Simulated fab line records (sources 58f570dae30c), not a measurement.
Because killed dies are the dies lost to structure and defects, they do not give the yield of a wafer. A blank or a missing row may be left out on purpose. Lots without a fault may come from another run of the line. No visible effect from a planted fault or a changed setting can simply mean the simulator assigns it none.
Problem report in the 8D (eight disciplines) form, filled by code | flow berkeley_cmos170 | the parts of the form that need people (team, actions taken, sign-off) are left out

## 1. WHAT IS WRONG
At UCB170_NVT_PEB_04, heater_power_total_W averages 61.06 W over 6 wafers from 2 lots, while fault-free wafers read 56.80 W, standard deviation 0.045. Relative to the usual mean, that is a shift of +95 standard deviations.
First seen on wafer L226.4, day 8 04:04, on litho_track-03. The record has a number at this step for 42 wafers belonging to 14 lots. Rule for "out", or "out of limits": more than 4 standard deviations from the usual mean. Any other wafer with a number is counted as sound.

## 2. WHAT IT IS AND WHAT IT IS NOT
question                    | is                                 | is not
which readings at this step | heater_power_total_W, plate_temp_C | exhaust_pa
which lots                  | L226, L229                         | L213, L214, L215, L218, L219, L225, L230, L232, L233, L234, L235, L236
which wafers of those lots  | all that have a number             | -
read on which tools         | litho_track-03                     | litho_track-02, litho_track-04
when                        | from day 8 04:04                   | up to then (18 sound wafers); but 18 sound wafers of L230, L232, L233, L234, L235, L236 came after

## 3. WHAT RULES OUT EACH SUSPECT
Counting: a tool stays on the suspect list if, at a process step up to the reading, it processed all lots that are out and no sound lot following the first of them.
- litho_track-03 at UCB170_NVT_PEB_04: kept. It ran every lot that is out, first L226 (day 8 04:04), and no sound lot after that; its last sound lot up to then is L225 (day 7 19:10). Out on those wafers are its own readings of heater_power_total_W, plate_temp_C.
Left after counting: litho_track-03 at UCB170_NVT_PEB_04.

## 4. THE CAUSE (what the simulator had put in)
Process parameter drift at UCB170_NVT_PEB_04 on litho_track-03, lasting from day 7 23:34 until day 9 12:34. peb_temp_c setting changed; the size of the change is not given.
This tool alone remained once counting was done.

## 5. THE EFFECT CHAIN, in route order
Each row: a reading where the mean over the struck wafers with a number is more than 3 standard deviations away from the usual. Only readings for which the record gives a usual standard deviation are gone through. hours: the time from each lot's start at the first step in this table that gives one to its start at this step, as a median over the lots. sigmas: the change in usual standard deviations.
hours | step              | reading              | usual    | on struck wafers | change | sigmas
0     | UCB170_NVT_PEB_04 | heater_power_total_W | 56.80 W  | 61.06            | +4.26  | +95
0     | UCB170_NVT_PEB_04 | plate_temp_C         | 129.97 C | 137.20           | +7.23  | +56
It contains these process steps:
- UCB170_NVT_PEB_04
Later measuring or inspecting steps at which every struck wafer that the step has a row for has a number for every such reading, and none has moved that far: UCB170_M3_RS_MEAS_02.

## 6. HOW IT WOULD HAVE BEEN CAUGHT EARLIER
The fault began at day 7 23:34; the first out-of-limits reading in this record came at day 8 04:04, 4 hours later.
